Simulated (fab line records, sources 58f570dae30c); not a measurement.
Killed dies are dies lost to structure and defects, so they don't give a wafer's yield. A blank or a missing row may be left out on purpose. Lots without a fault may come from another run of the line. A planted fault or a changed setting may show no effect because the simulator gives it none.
Which tool did it? | flow berkeley_cmos170 | 14 lots, 42 wafers sampled, at 4 steps of a route of 331

WHAT THE GAUGES READ, wafer by wafer
UCB170_M2_CD_MEAS_15: target cd 700 nm. Usual: cd_nm 700.0 nm, standard deviation 1.7.
lot  | measured     | on        | cd_nm (nm)        | flag
L831 | day 8 00:43  | cd_sem-02 | 701.9 703.4 703.1 |
L832 | day 8 12:12  | cd_sem-01 | 698.9 698.7 699.4 |
L836 | day 9 04:11  | cd_sem-01 | 700.0 700.2 701.1 |
L837 | day 9 05:31  | cd_sem-02 | 700.0 700.5 700.3 |
L841 | day 9 17:52  | cd_sem-02 | 699.6 698.1 699.7 |
L839 | day 9 18:35  | cd_sem-02 | 697.8 698.6 698.2 |
L838 | day 9 18:49  | cd_sem-01 | 699.6 700.3 700.7 |
L847 | day 10 22:22 | cd_sem-02 | 700.7 699.9 700.3 |
L848 | day 11 18:45 | cd_sem-01 | 700.1 700.8 699.5 |
L849 | day 11 19:45 | cd_sem-01 | 701.8 700.8 701.4 |
L850 | day 11 19:52 | cd_sem-01 | 700.3 701.9 701.3 |
L851 | day 12 06:42 | cd_sem-02 | 703.8 701.5 703.0 |
L852 | day 12 08:09 | cd_sem-02 | 700.9 700.5 700.3 |
L853 | day 12 09:16 | cd_sem-02 | 699.3 699.2 699.5 |

UCB170_M2_OVL_MEAS_16. Usual: M2_OVL 2 nm, standard deviation 7.2.
lot  | measured     | on         | M2_OVL (nm) | flag
L831 | day 8 00:50  | overlay-02 | 12 15 7     |
L832 | day 8 12:19  | overlay-02 | -4 1 -4     |
L836 | day 9 04:17  | overlay-01 | 6 14 15     |
L837 | day 9 05:37  | overlay-02 | -1 -5 -2    |
L841 | day 9 17:59  | overlay-02 | 1 8 9       |
L839 | day 9 18:43  | overlay-01 | 6 4 9       |
L838 | day 9 18:56  | overlay-02 | 0 2 5       |
L847 | day 10 22:28 | overlay-01 | -4 -8 -3    |
L848 | day 11 18:52 | overlay-01 | 4 6 -4      |
L849 | day 11 19:52 | overlay-02 | 11 3 8      |
L850 | day 11 19:59 | overlay-02 | 8 14 2      |
L851 | day 12 06:49 | overlay-01 | 5 13 2      |
L852 | day 12 08:16 | overlay-02 | -3 0 6      |
L853 | day 12 09:23 | overlay-01 | 4 -2 -1     |

WHICH TOOL RAN EACH LOT (tool, then ch and the chambers of the sampled wafers, then the start)
lot  | UCB170_SILICIDE_SPUTTER_01   | UCB170_M1_ANNEAL_14
L831 | pvd_sputter-01, day 7 09:49  | furnace-03 ch 0, day 7 17:57
L832 | pvd_sputter-04, day 7 19:49  | furnace-03 ch 0, day 8 04:46
L836 | pvd_sputter-03, day 8 14:06  | furnace-03 ch 0, day 8 22:24
L837 | pvd_sputter-01, day 8 14:35  | furnace-03 ch 0, day 8 23:44
L841 | pvd_sputter-03, day 9 00:46  | furnace-03 ch 0, day 9 07:11
L839 | pvd_sputter-04, day 9 00:56  | furnace-03, day 9 08:31
L838 | pvd_sputter-04, day 9 01:17  | furnace-03, day 9 09:51
L847 | pvd_sputter-01, day 10 05:35 | furnace-03 ch 0, day 10 13:49
L848 | pvd_sputter-03, day 11 04:05 | furnace-03 ch 0, day 11 12:15
L849 | pvd_sputter-04, day 11 04:52 | furnace-03 ch 0, day 11 13:35
L850 | pvd_sputter-01, day 11 04:55 | furnace-03 ch 0, day 11 13:35
L851 | pvd_sputter-04, day 11 17:44 | furnace-03 ch 0, day 12 00:29
L852 | pvd_sputter-01, day 11 17:55 | furnace-03 ch 0, day 12 01:49
L853 | pvd_sputter-03, day 11 18:11 | furnace-03 ch 0, day 12 03:09
- UCB170_SILICIDE_SPUTTER_01: material Ti, target thk 30 nm, time 25 s.
- UCB170_M1_ANNEAL_14: time 1200 s.

WHAT THE TOOLS THEMSELVES READ (means of the sampled wafers that have a number; where no wafer has one, the mark that the record gives instead)
UCB170_SILICIDE_SPUTTER_01. Usual: chamber_pressure_pa 0.5001 Pa, standard deviation 0.001; throttle_valve_pct 30.2 %, standard deviation 0.95.
lot  | tool           | chamber_pressure_pa (Pa) | throttle_valve_pct (%) | flag
L831 | pvd_sputter-01 | 0.5007                   | 28.6                   |
L832 | pvd_sputter-04 | 0.5002                   | 31.0                   |
L836 | pvd_sputter-03 | 0.4996                   | 30.0                   |
L837 | pvd_sputter-01 | 0.5005                   | 29.1                   |
L841 | pvd_sputter-03 | 0.4992                   | 29.3                   |
L839 | pvd_sputter-04 | 0.4999                   | 31.4                   |
L838 | pvd_sputter-04 | 0.4992                   | 31.4                   |
L847 | pvd_sputter-01 | 0.4998                   | 29.2                   |
L848 | pvd_sputter-03 | 0.5010                   | 30.1                   |
L849 | pvd_sputter-04 | 0.5001                   | 31.1                   |
L850 | pvd_sputter-01 | 0.4997                   | 29.2                   |
L851 | pvd_sputter-04 | 0.5005                   | 31.3                   |
L852 | pvd_sputter-01 | 0.4994                   | 29.6                   |
L853 | pvd_sputter-03 | 0.5009                   | 29.9                   |

UCB170_M1_ANNEAL_14. Usual: spike_tc_centre_C 403.2 C, standard deviation 0.91; spike_tc_load_C 416.3 C, standard deviation 0.97; zone_power_centre_pct 20.61 %, standard deviation 0.21.
lot  | tool       | spike_tc_centre_C (C) | spike_tc_load_C (C) | zone_power_centre_pct (%) | flag
L831 | furnace-03 | 403.6                 | 416.8               | 20.49                     |
L832 | furnace-03 | 403.8                 | 416.5               | 20.52                     |
L836 | furnace-03 | 403.9                 | 416.0               | 20.77                     |
L837 | furnace-03 | 403.9                 | 415.5               | 20.46                     |
L841 | furnace-03 | 403.3                 | 416.3               | 20.79                     |
L839 | furnace-03 | -                     | -                   | -                         | OFF
L838 | furnace-03 | -                     | -                   | -                         | OFF
L847 | furnace-03 | 402.1                 | 416.0               | 20.50                     |
L848 | furnace-03 | 403.8                 | 417.0               | 20.42                     |
L849 | furnace-03 | 403.5                 | 416.8               | 20.51                     |
L850 | furnace-03 | 403.1                 | 417.2               | 20.50                     |
L851 | furnace-03 | 402.0                 | 415.6               | 20.43                     |
L852 | furnace-03 | 403.9                 | 416.0               | 20.77                     |
L853 | furnace-03 | 403.2                 | 415.6               | 20.71                     |

THE ANSWER, worked out from the rows above alone
Rule: a lot is off if the mean of its wafers that have a number lies more than 3 standard deviations from the usual mean. A lot without any number at a reading at which 4 lots or more have one is off too. The other lots that the step has rows for count as sound. The gauges are gone through in route order, then the tools' own readings, and for those a lot's mean is taken as printed above. The first step at which some lot is off is used, and at that step the reading that is off furthest; a lot without a number counts as furthest.
Off: L839, L838, at UCB170_M1_ANNEAL_14 (spike_tc_centre_C). Without a number there: L839, L838.
A tool fits if, at that step or a process step before it, it ran every lot that is off, and no sound lot after the first of them. None of those tried fits.

WHAT THE SIMULATOR HAD PUT IN
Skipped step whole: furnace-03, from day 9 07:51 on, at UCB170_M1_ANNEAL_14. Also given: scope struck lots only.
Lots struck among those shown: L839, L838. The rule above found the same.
